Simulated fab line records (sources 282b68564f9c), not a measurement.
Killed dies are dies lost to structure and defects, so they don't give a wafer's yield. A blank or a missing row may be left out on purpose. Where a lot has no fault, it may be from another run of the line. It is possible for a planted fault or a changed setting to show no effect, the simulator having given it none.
Which tool is to blame?	flow rit_cmos	14 lots with 42 wafers sampled at 2 steps, on a route of 202 steps

## WHAT THE GAUGES READ, wafer by wafer
RIT_CONTACT_THK_MEAS_01.
lot	measured	on	CONTACT_TEOS_THK (nm)
L865	day 3 07:54	film_metro-04	399 393 408
L866	day 3 10:47	film_metro-04	397 402 403
L867	day 3 14:17	film_metro-04	393 388 393
L868	day 3 18:03	film_metro-03	398 410 406
L869	day 4 00:28	film_metro-04	397 401 401
L870	day 4 06:41	film_metro-04	401 399 413
L873	day 4 20:20	film_metro-03	378 389 398
L876	day 5 15:52	film_metro-03	385 409 405
L880	day 6 08:07	film_metro-01	400 405 401
L881	day 6 13:07	film_metro-04	392 393 401
L884	day 7 04:05	film_metro-04	391 396 405
L883	day 7 04:48	film_metro-01	402 405 410
L886	day 7 23:31	film_metro-01	402 402 404
L888	day 8 02:13	film_metro-04	397 392 405

## WHAT TOOL EACH LOT RAN ON (gives the tool, then ch and the chambers of the sampled wafers, and finally the start)
lot	RIT_CONTACT_CVD_00
L865	pecvd-02 ch 1,2, day 3 07:51
L866	pecvd-01 ch 1,2, day 3 10:43
L867	pecvd-03 ch 0,2, day 3 14:14
L868	pecvd-02 ch 0,1,2, day 3 17:59
L869	pecvd-01 ch 0,1, day 4 00:25
L870	pecvd-03 ch 0,1,2, day 4 06:38
L873	pecvd-03 ch 0,1, day 4 20:17
L876	pecvd-03 ch 0,1,2, day 5 15:49
L880	pecvd-02 ch 1,2, day 6 08:04
L881	pecvd-01 ch 0,1,2, day 6 13:04
L884	pecvd-02 ch 0,1,2, day 7 04:01
L883	pecvd-01 ch 1,2, day 7 04:44
L886	pecvd-02 ch 1,2, day 7 23:28
L888	pecvd-01 ch 1,2, day 8 02:10
- RIT_CONTACT_CVD_00: deposits SiO2 from TEOS, target thk 400 nm, time 61 s.

## WHAT THE TOOLS THEMSELVES READ (means of the sampled wafers that have a number; where no wafer has one, the mark that the record gives instead)
RIT_CONTACT_CVD_00.
lot	tool	heater_power_w (W)	rf_fwd_power_W (W)
L865	pecvd-02	293	396.3
L866	pecvd-01	371	397.6
L867	pecvd-03	370	397.0
L868	pecvd-02	310	396.4
L869	pecvd-01	285	397.3
L870	pecvd-03	356	396.7
L873	pecvd-03	308	379.8
L876	pecvd-03	345	380.8
L880	pecvd-02	301	397.2
L881	pecvd-01	361	396.7
L884	pecvd-02	302	397.8
L883	pecvd-01	381	396.5
L886	pecvd-02	311	397.5
L888	pecvd-01	339	396.7

## THE ANSWER, worked out from the rows above alone
Rule: what is usual is taken from the lots themselves. Put in order of their means at a reading, lots are off if they are a third of the lots or fewer, leave a main group of 4 or more, and stand apart from it by a gap of 3 or more times the standard deviation of the main group's means; of several such gaps the widest counts. Not used: any main group whose means are identical at the precision the tables above print for the reading. Also off: a lot with no number at a reading for which 4 or more lots have one. Any other lot the step has rows for is counted as sound. The gauges are gone through in route order, then the tools' own readings, and for those a lot's mean is taken as printed above. At the first step where some lot is off, the reading lying furthest off is the one used; lots without a number count as furthest.
Off at RIT_CONTACT_CVD_00 (rf_fwd_power_W): L873, L876. The main group: mean 397.0 W, standard deviation 0.48.
A tool fits if, at that step or a process step before it, it ran every lot that is off, and no sound lot after the first of them. One candidate fits, namely pecvd-03 at RIT_CONTACT_CVD_00. Its last sound lot is L870 (day 4 06:38), its first lot that is off L873 (day 4 20:17): a fault that began between those two fits.
On the lots that are off, the tool's own readings at RIT_CONTACT_CVD_00 differ by more than 5 times the standard deviation of the sound lots' means, which bears it out; rf_fwd_power_W reads 380.3 W there versus 397.0 W on the sound lots.

## WHAT THE SIMULATOR HAD INSERTED
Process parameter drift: pecvd-03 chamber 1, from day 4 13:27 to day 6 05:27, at RIT_CONTACT_CVD_00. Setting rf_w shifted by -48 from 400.
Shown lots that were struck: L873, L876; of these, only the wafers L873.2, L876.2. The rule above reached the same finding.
